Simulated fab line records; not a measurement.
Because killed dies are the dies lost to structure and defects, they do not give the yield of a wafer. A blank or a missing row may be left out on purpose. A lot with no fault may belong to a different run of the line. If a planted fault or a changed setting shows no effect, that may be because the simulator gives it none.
The tool behind it: which one? :: flow berkeley-cmos170 :: 42 wafers sampled from 14 lots at 1 step of a route of 331

WHAT EACH GAUGE READ, for each wafer
The record holds no reading of a measuring or inspecting step that can be judged against a usual standard deviation.

WHICH TOOL RAN EACH LOT (tool, then ch and the chambers of the sampled wafers, then the start)
lot: L784
UCB170_NLDD_PEB_04: litho-track-02 ch 0, day 7 01:27

lot: L785
UCB170_NLDD_PEB_04: litho-track-04 ch 0, day 7 09:47

lot: L787
UCB170_NLDD_PEB_04: litho-track-02 ch 0, day 7 12:53

lot: L786
UCB170_NLDD_PEB_04: litho-track-02 ch 0, day 7 13:25

lot: L788
UCB170_NLDD_PEB_04: litho-track-04 ch 0, day 7 19:50

lot: L791
UCB170_NLDD_PEB_04: litho-track-04 ch 0, day 8 06:42

lot: L793
UCB170_NLDD_PEB_04: litho-track-01 ch 0, day 8 07:19

lot: L794
UCB170_NLDD_PEB_04: litho-track-01 ch 0, day 8 20:29

lot: L795
UCB170_NLDD_PEB_04: litho-track-02 ch 0, day 9 07:50

lot: L799
UCB170_NLDD_PEB_04: litho-track-04, day 10 10:30

lot: L798
UCB170_NLDD_PEB_04: litho-track-01, day 10 10:52

lot: L797
UCB170_NLDD_PEB_04: litho-track-02 ch 0, day 10 11:09

lot: L801
UCB170_NLDD_PEB_04: litho-track-02 ch 0, day 10 11:45

lot: L806
UCB170_NLDD_PEB_04: litho-track-01 ch 0, day 11 14:19
- UCB170_NLDD_PEB_04

AS READ BY THE TOOLS THEMSELVES (means over the sampled wafers that have a number; for cases with no such wafer, the mark the record gives instead)
UCB170_NLDD_PEB_04. Usual: chill-plate-temp-C 23.01 C, standard deviation 0.097; exhaust-pa 45.0 Pa, standard deviation 0.83.
lot: L784
tool: litho-track-02
chill-plate-temp-C (C): 23.06
exhaust-pa (Pa): 45.1
flag: 

lot: L785
tool: litho-track-04
chill-plate-temp-C (C): 22.96
exhaust-pa (Pa): 44.6
flag: 

lot: L787
tool: litho-track-02
chill-plate-temp-C (C): 22.88
exhaust-pa (Pa): 44.7
flag: 

lot: L786
tool: litho-track-02
chill-plate-temp-C (C): 23.13
exhaust-pa (Pa): 45.1
flag: 

lot: L788
tool: litho-track-04
chill-plate-temp-C (C): 23.04
exhaust-pa (Pa): 45.4
flag: 

lot: L791
tool: litho-track-04
chill-plate-temp-C (C): 22.98
exhaust-pa (Pa): 46.6
flag: 

lot: L793
tool: litho-track-01
chill-plate-temp-C (C): 23.04
exhaust-pa (Pa): 44.6
flag: 

lot: L794
tool: litho-track-01
chill-plate-temp-C (C): 23.02
exhaust-pa (Pa): 44.7
flag: 

lot: L795
tool: litho-track-02
chill-plate-temp-C (C): 23.02
exhaust-pa (Pa): 44.0
flag: 

lot: L799
tool: litho-track-04
chill-plate-temp-C (C): -
exhaust-pa (Pa): -
flag: OFF

lot: L798
tool: litho-track-01
chill-plate-temp-C (C): -
exhaust-pa (Pa): -
flag: OFF

lot: L797
tool: litho-track-02
chill-plate-temp-C (C): 22.95
exhaust-pa (Pa): 45.1
flag: 

lot: L801
tool: litho-track-02
chill-plate-temp-C (C): 23.08
exhaust-pa (Pa): 44.9
flag: 

lot: L806
tool: litho-track-01
chill-plate-temp-C (C): 22.97
exhaust-pa (Pa): 45.1
flag: 

THE ANSWER, worked out from the rows above alone
Rule: a lot is off if the mean of its wafers that have a number lies more than 3 standard deviations from the usual mean. A lot without any number at a reading at which 4 lots or more have one is off too. The other lots that the step has rows for count as sound. After the gauges, taken in route order, come the tools' own readings; for these a lot's mean is taken, as printed above. At the first step where some lot is off, the reading lying furthest off is the one used; lots without a number count as furthest.
Off: L799, L798 (UCB170_NLDD_PEB_04, chill-plate-temp-C). Without a number there: L799, L798.
A tool fits if, at that step or a process step before it, it ran every lot that is off, and no sound lot after the first of them. None of those tried fits.

WHAT THE SIMULATOR PUT IN
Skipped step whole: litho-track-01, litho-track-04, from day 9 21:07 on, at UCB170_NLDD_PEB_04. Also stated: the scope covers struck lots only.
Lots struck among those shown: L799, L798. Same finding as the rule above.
